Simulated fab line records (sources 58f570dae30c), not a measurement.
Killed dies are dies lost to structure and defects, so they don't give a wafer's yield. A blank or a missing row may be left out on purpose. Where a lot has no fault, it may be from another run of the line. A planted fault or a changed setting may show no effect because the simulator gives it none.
Which of the tools did it? || flow berkeley cmos170 || 45 wafers from 15 lots sampled at 4 of the route's 331 steps

## WHAT THE GAUGES SHOWED, per wafer
UCB170_SACOX_THK_MEAS_02.
{"lot": "L752", "measured": "day 4 16:42", "on": "film metro-03", "SACOX_OXIDE_THK (nm)": "14.2 14.3 14.1"}
{"lot": "L755", "measured": "day 5 14:41", "on": "film metro-01", "SACOX_OXIDE_THK (nm)": "14.5 14.4 14.5"}
{"lot": "L756", "measured": "day 5 19:28", "on": "film metro-02", "SACOX_OXIDE_THK (nm)": "14.9 14.7 14.9"}
{"lot": "L757", "measured": "day 6 00:33", "on": "film metro-03", "SACOX_OXIDE_THK (nm)": "14.8 14.5 14.7"}
{"lot": "L761", "measured": "day 6 14:35", "on": "film metro-01", "SACOX_OXIDE_THK (nm)": "14.8 14.9 14.7"}
{"lot": "L762", "measured": "day 7 10:29", "on": "film metro-02", "SACOX_OXIDE_THK (nm)": "14.4 14.2 14.5"}
{"lot": "L765", "measured": "day 7 17:50", "on": "film metro-01", "SACOX_OXIDE_THK (nm)": "14.4 14.2 14.1"}
{"lot": "L764", "measured": "day 7 17:52", "on": "film metro-02", "SACOX_OXIDE_THK (nm)": "14.5 14.6 14.4"}
{"lot": "L768", "measured": "day 7 23:38", "on": "film metro-03", "SACOX_OXIDE_THK (nm)": "14.2 14.2 14.1"}
{"lot": "L769", "measured": "day 8 19:07", "on": "film metro-03", "SACOX_OXIDE_THK (nm)": "14.6 14.7 14.5"}
{"lot": "L773", "measured": "day 9 03:46", "on": "film metro-02", "SACOX_OXIDE_THK (nm)": "14.7 14.8 14.7"}
{"lot": "L772", "measured": "day 9 03:47", "on": "film metro-03", "SACOX_OXIDE_THK (nm)": "14.5 14.7 14.7"}
{"lot": "L770", "measured": "day 9 03:48", "on": "film metro-01", "SACOX_OXIDE_THK (nm)": "14.4 14.3 14.4"}
{"lot": "L771", "measured": "day 9 03:50", "on": "film metro-03", "SACOX_OXIDE_THK (nm)": "14.0 14.0 14.2"}
{"lot": "L774", "measured": "day 9 21:24", "on": "film metro-01", "SACOX_OXIDE_THK (nm)": "14.0 13.9 14.2"}

UCB170_PLDD_CD_MEAS_06: target cd 1200 nm.
{"lot": "L752", "measured": "day 5 19:00", "on": "cd sem-01", "cd nm (nm)": "1198.4 1198.7 1199.7"}
{"lot": "L755", "measured": "day 6 16:57", "on": "cd sem-01", "cd nm (nm)": "1200.3 1202.0 1201.0"}
{"lot": "L756", "measured": "day 6 20:19", "on": "cd sem-01", "cd nm (nm)": "1200.2 1199.3 1198.0"}
{"lot": "L757", "measured": "day 7 07:59", "on": "cd sem-02", "cd nm (nm)": "1201.1 1201.5 1201.5"}
{"lot": "L761", "measured": "day 7 19:32", "on": "cd sem-01", "cd nm (nm)": "1198.0 1200.8 1198.4"}
{"lot": "L762", "measured": "day 8 16:02", "on": "cd sem-01", "cd nm (nm)": "1200.7 1199.1 1199.4"}
{"lot": "L765", "measured": "day 8 22:54", "on": "cd sem-01", "cd nm (nm)": "1200.8 1199.4 1200.4"}
{"lot": "L764", "measured": "day 8 23:11", "on": "cd sem-02", "cd nm (nm)": "1198.3 1198.5 1198.8"}
{"lot": "L768", "measured": "day 9 07:19", "on": "cd sem-01", "cd nm (nm)": "1197.3 1197.2 1198.1"}
{"lot": "L769", "measured": "day 10 07:28", "on": "cd sem-02", "cd nm (nm)": "1201.2 1201.0 1200.1"}
{"lot": "L773", "measured": "day 10 09:10", "on": "cd sem-02", "cd nm (nm)": "1204.0 1201.8 1204.1"}
{"lot": "L772", "measured": "day 10 08:11", "on": "cd sem-02", "cd nm (nm)": "1195.7 1196.1 1196.9"}
{"lot": "L770", "measured": "day 10 08:20", "on": "cd sem-02", "cd nm (nm)": "1198.4 1197.3 1198.8"}
{"lot": "L771", "measured": "day 10 08:54", "on": "cd sem-01", "cd nm (nm)": "1200.3 1200.9 1200.6"}
{"lot": "L774", "measured": "day 11 00:22", "on": "cd sem-01", "cd nm (nm)": "1199.6 1200.3 1199.9"}

UCB170_PSD_CD_MEAS_06: target cd 1200 nm.
{"lot": "L752", "measured": "day 6 03:11", "on": "cd sem-01", "cd nm (nm)": "1204.7 1204.2 1203.0"}
{"lot": "L755", "measured": "day 7 00:35", "on": "cd sem-02", "cd nm (nm)": "1198.7 1198.2 1198.5"}
{"lot": "L756", "measured": "day 7 05:08", "on": "cd sem-01", "cd nm (nm)": "1202.1 1202.2 1201.8"}
{"lot": "L757", "measured": "day 7 19:17", "on": "cd sem-01", "cd nm (nm)": "1199.5 1198.5 1200.5"}
{"lot": "L761", "measured": "day 8 08:02", "on": "cd sem-02", "cd nm (nm)": "1200.5 1199.8 1200.6"}
{"lot": "L762", "measured": "day 9 03:05", "on": "cd sem-01", "cd nm (nm)": "- - -"}
{"lot": "L765", "measured": "day 9 08:18", "on": "cd sem-02", "cd nm (nm)": "- - -"}
{"lot": "L764", "measured": "day 9 08:25", "on": "cd sem-01", "cd nm (nm)": "- - -"}
{"lot": "L768", "measured": "day 9 17:40", "on": "cd sem-01", "cd nm (nm)": "1199.9 1199.4 1199.6"}
{"lot": "L769", "measured": "day 10 18:40", "on": "cd sem-02", "cd nm (nm)": "1201.1 1201.7 1201.2"}
{"lot": "L773", "measured": "day 10 19:20", "on": "cd sem-02", "cd nm (nm)": "1198.8 1198.6 1198.2"}
{"lot": "L772", "measured": "day 10 19:05", "on": "cd sem-02", "cd nm (nm)": "1198.2 1198.7 1199.2"}
{"lot": "L770", "measured": "day 10 18:59", "on": "cd sem-01", "cd nm (nm)": "1201.0 1201.9 1201.7"}
{"lot": "L771", "measured": "day 10 19:06", "on": "cd sem-01", "cd nm (nm)": "1200.0 1200.7 1201.2"}
{"lot": "L774", "measured": "day 11 09:16", "on": "cd sem-02", "cd nm (nm)": "1199.3 1197.7 1198.2"}

## EACH LOT AND THE TOOL THAT RAN IT (in order: tool; ch and the chambers of the sampled wafers; start)
{"lot": "L752", "UCB170_PSD_EXPOSE_03": "krf scanner-02 ch 0, day 6 02:47"}
{"lot": "L755", "UCB170_PSD_EXPOSE_03": "krf scanner-02 ch 0, day 6 23:52"}
{"lot": "L756", "UCB170_PSD_EXPOSE_03": "krf scanner-01 ch 0, day 7 04:32"}
{"lot": "L757", "UCB170_PSD_EXPOSE_03": "krf scanner-02 ch 0, day 7 18:53"}
{"lot": "L761", "UCB170_PSD_EXPOSE_03": "krf scanner-02 ch 0, day 8 07:38"}
{"lot": "L762", "UCB170_PSD_EXPOSE_03": "krf scanner-02, day 9 02:42"}
{"lot": "L765", "UCB170_PSD_EXPOSE_03": "krf scanner-02, day 9 07:39"}
{"lot": "L764", "UCB170_PSD_EXPOSE_03": "krf scanner-02, day 9 07:48"}
{"lot": "L768", "UCB170_PSD_EXPOSE_03": "krf scanner-02 ch 0, day 9 17:16"}
{"lot": "L769", "UCB170_PSD_EXPOSE_03": "krf scanner-02 ch 0, day 10 17:47"}
{"lot": "L773", "UCB170_PSD_EXPOSE_03": "krf scanner-02 ch 0, day 10 18:20"}
{"lot": "L772", "UCB170_PSD_EXPOSE_03": "krf scanner-02 ch 0, day 10 18:02"}
{"lot": "L770", "UCB170_PSD_EXPOSE_03": "krf scanner-02 ch 0, day 10 17:58"}
{"lot": "L771", "UCB170_PSD_EXPOSE_03": "krf scanner-02 ch 0, day 10 18:09"}
{"lot": "L774", "UCB170_PSD_EXPOSE_03": "krf scanner-01 ch 0, day 11 08:01"}
- UCB170_PSD_EXPOSE_03: exposes mask PSELECT MOD, target cd 1200 nm.

## AS READ BY THE TOOLS THEMSELVES (means over the sampled wafers that have a number; for cases with no such wafer, the mark the record gives instead)
UCB170_PSD_EXPOSE_03.
{"lot": "L752", "tool": "krf scanner-02", "exposure dose mJ cm2": 29.52, "focus offset nm (nm)": -0.1}
{"lot": "L755", "tool": "krf scanner-02", "exposure dose mJ cm2": 29.46, "focus offset nm (nm)": -0.3}
{"lot": "L756", "tool": "krf scanner-01", "exposure dose mJ cm2": 29.48, "focus offset nm (nm)": -0.3}
{"lot": "L757", "tool": "krf scanner-02", "exposure dose mJ cm2": 29.44, "focus offset nm (nm)": 0.3}
{"lot": "L761", "tool": "krf scanner-02", "exposure dose mJ cm2": 29.52, "focus offset nm (nm)": 0.2}
{"lot": "L762", "tool": "krf scanner-02", "exposure dose mJ cm2": "-", "focus offset nm (nm)": "-"}
{"lot": "L765", "tool": "krf scanner-02", "exposure dose mJ cm2": "-", "focus offset nm (nm)": "-"}
{"lot": "L764", "tool": "krf scanner-02", "exposure dose mJ cm2": "-", "focus offset nm (nm)": "-"}
{"lot": "L768", "tool": "krf scanner-02", "exposure dose mJ cm2": 29.50, "focus offset nm (nm)": 0.0}
{"lot": "L769", "tool": "krf scanner-02", "exposure dose mJ cm2": 29.51, "focus offset nm (nm)": -0.3}
{"lot": "L773", "tool": "krf scanner-02", "exposure dose mJ cm2": 29.55, "focus offset nm (nm)": 0.5}
{"lot": "L772", "tool": "krf scanner-02", "exposure dose mJ cm2": 29.51, "focus offset nm (nm)": -0.7}
{"lot": "L770", "tool": "krf scanner-02", "exposure dose mJ cm2": 29.54, "focus offset nm (nm)": -0.4}
{"lot": "L771", "tool": "krf scanner-02", "exposure dose mJ cm2": 29.49, "focus offset nm (nm)": 0.3}
{"lot": "L774", "tool": "krf scanner-01", "exposure dose mJ cm2": 29.50, "focus offset nm (nm)": -0.3}

## THE ANSWER, worked out from the rows above alone
Rule: usual is defined by the lots themselves. Put in order of their means at a reading, lots are off if they are a third of the lots or fewer, leave a main group of 4 or more, and stand apart from it by a gap of 3 or more times the standard deviation of the main group's means; of several such gaps the widest counts. Not used: any main group whose means are identical at the precision the tables above print for the reading. Also off: a lot with no number at a reading for which 4 or more lots have one. All remaining lots with rows at the step are treated as sound. The gauges are gone through in route order, then the tools' own readings, and for those a lot's mean is taken as printed above. The first step at which some lot is off is used, and at that step the reading that is off furthest; a lot without a number counts as furthest.
Off, at UCB170_PSD_CD_MEAS_06 on cd nm: L762, L765, L764. Without a number there: L762, L765, L764. The main group has a mean of 1200.3 nm with a standard deviation of 1.7.
A tool fits if, at a process step before that reading, it ran every lot that is off, and no sound lot after the first of them. The gauges at UCB170_PSD_CD_MEAS_06 aren't tried: what is off there is off at UCB170_PSD_EXPOSE_03 too, on other tools, and a gauge's error can't cause that. Of those tried, none fits.

## WHAT THE SIMULATOR PUT IN
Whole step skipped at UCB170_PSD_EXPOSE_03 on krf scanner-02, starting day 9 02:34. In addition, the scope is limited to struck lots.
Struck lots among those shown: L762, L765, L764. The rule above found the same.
